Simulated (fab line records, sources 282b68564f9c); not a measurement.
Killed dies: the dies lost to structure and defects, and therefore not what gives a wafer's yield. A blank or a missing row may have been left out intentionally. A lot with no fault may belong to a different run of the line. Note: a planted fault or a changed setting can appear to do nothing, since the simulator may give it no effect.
Struck lot and sound lot, side by side -- flow rit_cmos -- 15 out of 202 route steps
Sound: wafers L474.2, L474.3, L474.4. Struck: wafers L476.1, L476.5, L476.6. The cause comes at the end.
Each step with rows lists, per side, the tool, then ch with its chambers, then its first start. Under that, the readings that differ: sound wafers -- struck wafers -- difference of the means -- sigmas: that difference in standard deviations of wafers without a fault.
alike: readings whose means differ by less than 2 such deviations, and words and numbers that are the same on both sides. not compared: withheld readings, readings that some wafer has no value for, bounds like >300 that may hide the same value, and numbers for which the record gives no deviation and whose values overlap.
A row with sigmas, a row that says differs or no value, or rows on one side alone: a step with any of these is where the two part. When numbers do not overlap yet have no deviation, they are printed without sigmas and do not part them. A reading missing from all wafers of one side parts the sides only when that side holds two or more wafers.

RIT_FOX2_THK_MEAS_01:
  sound: film_metro-04 at day 3 20:23; struck: film_metro-04 at day 4 07:43
  alike: FOX2_OXIDE_THK
then, 2 steps without rows for these wafers: RIT_FOX2_CLEAN_02 (cleans in dHF, time 180 s); RIT_FOX2_WET_ETCH_03 (etches Si3N4 in H3PO4, target depth 195 nm, time 2700 s).
RIT_FOX2_THK_MEAS_90:
  sound: film_metro-02 at day 3 21:23; struck: film_metro-02 at day 4 08:36
  alike: FIELD_OXIDE_LEFT_1_THK
then, 6 steps without rows for these wafers: RIT_NWELL_HMDS_00 (prime time 60 s); RIT_NWELL_COAT_01 (resist thk 1300 nm); RIT_NWELL_SOFTBAKE_02 (time 60 s); RIT_NWELL_EXPOSE_03 (exposes mask M2, target cd 43900 nm); RIT_NWELL_PEB_04; RIT_NWELL_DEVELOP_05 (develop time 68 s).
RIT_NWELL_OVL_MEAS_06:
  sound: overlay-01 at day 3 22:19; struck: overlay-02 at day 4 09:41
  alike: NWELL_OVL
then, 1 step without rows for these wafers: RIT_NWELL_HARDBAKE_07 (time 120 s).
RIT_NWELL_IMPLANT_08:
  sound on implanter-02 ch 0, day 3 22:37; struck on implanter-02 ch 0, day 4 09:58
reading,sound,struck,difference,sigmas
beam_energy_keV,170.07 170.03 170.06,176.36 176.31 176.24,+6.25,+99 or more
model.implant.rp_nm (nm),212.5 212.5 212.5,222.6 222.6 222.6,+10.1,
model.implant.drp_nm (nm),68.82 68.82 68.82,70.74 70.74 70.74,+1.92,
  alike: dose_ions_cm2, faraday_current_uA
RIT_NWELL_STRIP_09: strips in O2, time 180 s.
  sound on plasma_asher-04 ch 0,1, day 3 22:45; struck on plasma_asher-04 ch 0,1, day 4 10:07
  alike: drypump_motor_current_A
  not compared: rf_hours_counter_h
RIT_M1_PROBE_99:
  sound: prober-01 at day 5 11:25; struck: prober-01 at day 5 23:13
reading,sound,struck,difference,sigmas
killed_at_contacts,0 1 1,0 0 0,-1,-2
model.etest.field_p_metal.vt_v (V),-27.63 -28.27 -28.21,-29.45 -29.73 -29.1,-1.39,
model.etest.field_p.vt_v (V),-12.47 -12.51 -12.41,-13.21 -13.25 -13.14,-0.74,
  alike: killed_at_front_end, killed_dies, killed_open, killed_short

## WHERE THEY PART
Earliest at RIT_NWELL_IMPLANT_08; latest, in this record, at RIT_M1_PROBE_99.

WHY: whatever the simulator had introduced
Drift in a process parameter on implanter-02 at RIT_NWELL_IMPLANT_08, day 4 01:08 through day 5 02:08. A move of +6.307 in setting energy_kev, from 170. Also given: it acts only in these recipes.
